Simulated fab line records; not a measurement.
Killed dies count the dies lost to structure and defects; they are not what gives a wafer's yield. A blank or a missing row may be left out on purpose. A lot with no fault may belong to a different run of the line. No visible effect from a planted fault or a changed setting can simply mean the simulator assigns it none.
Split-lot trial || flow rit_cmos || 23 wafers read from 5 lots, route of 202 steps

THE SPLIT ITSELF
At RIT_NLDD_COAT_01 (resist thk 1000 nm), the setting resist_thk_nm was moved away from the recipe's 1000 nm on 11 of the 23 wafers read, by -2.9% to +5.5%. All remaining wafers had this setting at the recipe value.

FROM THE SPLIT TO THE READING: what the file shows between them, 3 steps
- RIT_NLDD_SOFTBAKE_02: time 60 s
- RIT_NLDD_EXPOSE_03: exposes mask M7, target cd 40700 nm
- RIT_NLDD_DEVELOP_05: develop time 50 s

THE READING
NOVOLAK_of_NLDD_COAT_01.thk_nm (the simulator's own value, which no gauge read), in nm, at RIT_NLDD_HARDBAKE_07 (time 60 s). There is no usual value for it anywhere in the file. Average 881.8 nm, standard deviation 1.3 nm, over the 12 wafers here run with the recipe.

{"wafer": "L075.1", "tool, chamber at the split": "litho_track-02, 0", "resist_thk_nm as run, nm": 1000, "against the recipe": "recipe", "NOVOLAK_of_NLDD_COAT_01.thk_nm, nm": 881.3, "against lot-mates on the recipe": "-"}
{"wafer": "L075.5", "tool, chamber at the split": "litho_track-02, 0", "resist_thk_nm as run, nm": 1000, "against the recipe": "recipe", "NOVOLAK_of_NLDD_COAT_01.thk_nm, nm": 881.3, "against lot-mates on the recipe": "-"}
{"wafer": "L075.2", "tool, chamber at the split": "litho_track-02, 0", "resist_thk_nm as run, nm": 1055, "against the recipe": "+5.5%", "NOVOLAK_of_NLDD_COAT_01.thk_nm, nm": 931.4, "against lot-mates on the recipe": "+50.1"}
{"wafer": "L075.3", "tool, chamber at the split": "litho_track-02, 0", "resist_thk_nm as run, nm": 1055, "against the recipe": "+5.5%", "NOVOLAK_of_NLDD_COAT_01.thk_nm, nm": 930.7, "against lot-mates on the recipe": "+49.4"}
{"wafer": "L075.6", "tool, chamber at the split": "litho_track-02, 0", "resist_thk_nm as run, nm": 1055, "against the recipe": "+5.5%", "NOVOLAK_of_NLDD_COAT_01.thk_nm, nm": 927.2, "against lot-mates on the recipe": "+45.9"}
{"wafer": "L076.1", "tool, chamber at the split": "litho_track-02, 0", "resist_thk_nm as run, nm": 1000, "against the recipe": "recipe", "NOVOLAK_of_NLDD_COAT_01.thk_nm, nm": 881, "against lot-mates on the recipe": "-"}
{"wafer": "L076.2", "tool, chamber at the split": "litho_track-02, 0", "resist_thk_nm as run, nm": 1023, "against the recipe": "+2.3%", "NOVOLAK_of_NLDD_COAT_01.thk_nm, nm": 901, "against lot-mates on the recipe": "+21.1"}
{"wafer": "L076.4", "tool, chamber at the split": "litho_track-02, 0", "resist_thk_nm as run, nm": 1023, "against the recipe": "+2.3%", "NOVOLAK_of_NLDD_COAT_01.thk_nm, nm": 902.3, "against lot-mates on the recipe": "+22.4"}
{"wafer": "L076.5", "tool, chamber at the split": "litho_track-02, 0", "resist_thk_nm as run, nm": 1023, "against the recipe": "+2.3%", "NOVOLAK_of_NLDD_COAT_01.thk_nm, nm": 899.6, "against lot-mates on the recipe": "+19.8"}
{"wafer": "L076.6", "tool, chamber at the split": "litho_track-02, 0", "resist_thk_nm as run, nm": 1000, "against the recipe": "recipe", "NOVOLAK_of_NLDD_COAT_01.thk_nm, nm": 878.7, "against lot-mates on the recipe": "-"}
{"wafer": "L077.1", "tool, chamber at the split": "litho_track-01, 0", "resist_thk_nm as run, nm": 970.5, "against the recipe": "-2.9%", "NOVOLAK_of_NLDD_COAT_01.thk_nm, nm": 855.9, "against lot-mates on the recipe": -26.8}
{"wafer": "L077.2", "tool, chamber at the split": "litho_track-01, 0", "resist_thk_nm as run, nm": 1000, "against the recipe": "recipe", "NOVOLAK_of_NLDD_COAT_01.thk_nm, nm": 883.9, "against lot-mates on the recipe": "-"}
{"wafer": "L077.4", "tool, chamber at the split": "litho_track-01, 0", "resist_thk_nm as run, nm": 970.5, "against the recipe": "-2.9%", "NOVOLAK_of_NLDD_COAT_01.thk_nm, nm": 857.9, "against lot-mates on the recipe": -24.8}
{"wafer": "L077.5", "tool, chamber at the split": "litho_track-01, 0", "resist_thk_nm as run, nm": 1000, "against the recipe": "recipe", "NOVOLAK_of_NLDD_COAT_01.thk_nm, nm": 881.4, "against lot-mates on the recipe": "-"}
{"wafer": "L077.6", "tool, chamber at the split": "litho_track-01, 0", "resist_thk_nm as run, nm": 970.5, "against the recipe": "-2.9%", "NOVOLAK_of_NLDD_COAT_01.thk_nm, nm": 856.9, "against lot-mates on the recipe": -25.8}
{"wafer": "L081.1", "tool, chamber at the split": "litho_track-01, 0", "resist_thk_nm as run, nm": 1000, "against the recipe": "recipe", "NOVOLAK_of_NLDD_COAT_01.thk_nm, nm": 882.2, "against lot-mates on the recipe": "-"}
{"wafer": "L081.3", "tool, chamber at the split": "litho_track-01, 0", "resist_thk_nm as run, nm": 971.6, "against the recipe": "-2.8%", "NOVOLAK_of_NLDD_COAT_01.thk_nm, nm": 858.7, "against lot-mates on the recipe": -23.8}
{"wafer": "L081.4", "tool, chamber at the split": "litho_track-01, 0", "resist_thk_nm as run, nm": 971.6, "against the recipe": "-2.8%", "NOVOLAK_of_NLDD_COAT_01.thk_nm, nm": 861.7, "against lot-mates on the recipe": -20.8}
{"wafer": "L081.5", "tool, chamber at the split": "litho_track-01, 0", "resist_thk_nm as run, nm": 1000, "against the recipe": "recipe", "NOVOLAK_of_NLDD_COAT_01.thk_nm, nm": 882.1, "against lot-mates on the recipe": "-"}
{"wafer": "L081.6", "tool, chamber at the split": "litho_track-01, 0", "resist_thk_nm as run, nm": 1000, "against the recipe": "recipe", "NOVOLAK_of_NLDD_COAT_01.thk_nm, nm": 883.2, "against lot-mates on the recipe": "-"}
{"wafer": "L082.1", "tool, chamber at the split": "litho_track-02, 0", "resist_thk_nm as run, nm": 1000, "against the recipe": "recipe", "NOVOLAK_of_NLDD_COAT_01.thk_nm, nm": 881.9, "against lot-mates on the recipe": "-"}
{"wafer": "L082.4", "tool, chamber at the split": "litho_track-02, 0", "resist_thk_nm as run, nm": 1000, "against the recipe": "recipe", "NOVOLAK_of_NLDD_COAT_01.thk_nm, nm": 883.3, "against lot-mates on the recipe": "-"}
{"wafer": "L082.6", "tool, chamber at the split": "litho_track-02, 0", "resist_thk_nm as run, nm": 1000, "against the recipe": "recipe", "NOVOLAK_of_NLDD_COAT_01.thk_nm, nm": 881.5, "against lot-mates on the recipe": "-"}

THE FIT
A straight line over all 23 wafers: NOVOLAK_of_NLDD_COAT_01.thk_nm changes by +8.49 nm for each +1% of resist_thk_nm; r = +1.00; the points scatter about the line by 1.6 nm.
The same after taking each lot's own level away (the mean of its wafers on the recipe; 23 wafers): +8.71 nm for each +1%; r = +1.00; scatter 1.4 nm.
The reading moves by 48 nm for the largest change in resist_thk_nm, on that fit.
Measured against the standard deviation above, the lots' own levels, which go from 879.85 to 882.65 nm, span 2.2 times it.
The two slopes agree, so the slope changes little with the lot-to-lot level.
Check: for one of the wafers moved furthest among these (+5.5%), held out of the fit, the line's prediction against its lot-mates is +47.8 nm. Against them it came out at +50.1 nm.

OTHER SPLITS APPLIED TO THESE WAFERS
These wafers also went through other splits before the reading. Each is held against what the fit with the lots' levels taken away leaves over:
{"other split on the same wafers": "RIT_GATE_OXIDATION_05 temp_c", "wafers away from the commonest value": 13, "r with NOVOLAK_of_NLDD_COAT_01.thk_nm (lot level and that fit taken away)": "+0.04"}
{"other split on the same wafers": "RIT_GATE_CVD_08 sih4_flow_sccm", "wafers away from the commonest value": 15, "r with NOVOLAK_of_NLDD_COAT_01.thk_nm (lot level and that fit taken away)": -0.04}
{"other split on the same wafers": "RIT_GATE_DEVELOP_15 dev_temp_c", "wafers away from the commonest value": 8, "r with NOVOLAK_of_NLDD_COAT_01.thk_nm (lot level and that fit taken away)": "+0.05"}

THE WHOLE CHAIN: every reading that the file lists as answering this split, in the file's order
{"step": "RIT_NLDD_COAT_01", "what it does": "resist thk 1000 nm", "reading": "NOVOLAK_of_NLDD_COAT_01.thk_nm (the simulator's own value, which no gauge read)", "change (the file's fit)": "+9.92 nm for each +1% of the setting", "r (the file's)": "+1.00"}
{"step": "RIT_NLDD_HARDBAKE_07", "what it does": "time 60 s", "reading": "NOVOLAK_of_NLDD_COAT_01.thk_nm (the simulator's own value, which no gauge read)", "change (the file's fit)": "+8.68 nm for each +1% of the setting", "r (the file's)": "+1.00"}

THE FILE'S OWN FIT
NOVOLAK_of_NLDD_COAT_01.thk_nm changes by +8.68 nm for each +1% of resist_thk_nm, r = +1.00.
